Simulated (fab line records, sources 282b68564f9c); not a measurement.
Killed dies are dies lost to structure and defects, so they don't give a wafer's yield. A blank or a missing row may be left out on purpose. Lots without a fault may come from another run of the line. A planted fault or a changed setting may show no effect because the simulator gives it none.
Which tool did it? | flow rit_cmos | 14 lots, 42 wafers sampled, at 1 step of a route of 202

WHAT THE GAUGES READ, wafer by wafer
The record holds no reading of a measuring or inspecting step that can be judged against a usual standard deviation.

WHICH TOOL RAN EACH LOT (tool, then ch and the chambers of the sampled wafers, then the start)
lot  | RIT_NWELL_PEB_04
L739 | litho_track-01 ch 0, day 2 08:27
L740 | litho_track-01 ch 0, day 2 13:14
L741 | litho_track-03 ch 0, day 2 16:37
L742 | litho_track-01 ch 0, day 3 00:33
L744 | litho_track-04 ch 0, day 3 08:51
L745 | litho_track-03 ch 0, day 3 17:40
L747 | litho_track-01 ch 0, day 3 22:32
L748 | litho_track-01 ch 0, day 4 09:56
L749 | litho_track-01 ch 0, day 4 13:07
L757 | litho_track-01, day 6 07:07
L756 | litho_track-04, day 6 07:10
L758 | litho_track-01 ch 0, day 6 07:25
L760 | litho_track-03 ch 0, day 6 17:56
L759 | litho_track-04 ch 0, day 6 18:07
- RIT_NWELL_PEB_04

WHAT THE TOOLS THEMSELVES READ (means of the sampled wafers that have a number; where no wafer has one, the mark that the record gives instead)
RIT_NWELL_PEB_04.
lot  | tool           | exhaust_pa (Pa)
L739 | litho_track-01 | 44.3
L740 | litho_track-01 | 44.6
L741 | litho_track-03 | 44.4
L742 | litho_track-01 | 46.0
L744 | litho_track-04 | 45.8
L745 | litho_track-03 | 45.0
L747 | litho_track-01 | 44.9
L748 | litho_track-01 | 44.7
L749 | litho_track-01 | 45.9
L757 | litho_track-01 | -
L756 | litho_track-04 | -
L758 | litho_track-01 | 45.3
L760 | litho_track-03 | 45.0
L759 | litho_track-04 | 44.8

THE ANSWER, worked out from the rows above alone
Rule: what is usual is taken from the lots themselves. Put in order of their means at a reading, lots are off if they are a third of the lots or fewer, leave a main group of 4 or more, and stand apart from it by a gap of 3 or more times the standard deviation of the main group's means; of several such gaps the widest counts. A main group whose means are all the same, to the digits that the tables above print for the reading, isn't used. A lot without any number at a reading at which 4 lots or more have one is off too. The other lots that the step has rows for count as sound. The gauges are gone through in route order, then the tools' own readings, and for those a lot's mean is taken as printed above. The first step at which some lot is off is used, and at that step the reading that is off furthest; a lot without a number counts as furthest.
Off: L757, L756, at RIT_NWELL_PEB_04 (exhaust_pa). Without a number there: L757, L756. The main group: mean 45.1 Pa, standard deviation 0.55.
A tool fits if, at that step or a process step before it, it ran every lot that is off, and no sound lot after the first of them. None of those tried fits.

WHAT THE SIMULATOR HAD PUT IN
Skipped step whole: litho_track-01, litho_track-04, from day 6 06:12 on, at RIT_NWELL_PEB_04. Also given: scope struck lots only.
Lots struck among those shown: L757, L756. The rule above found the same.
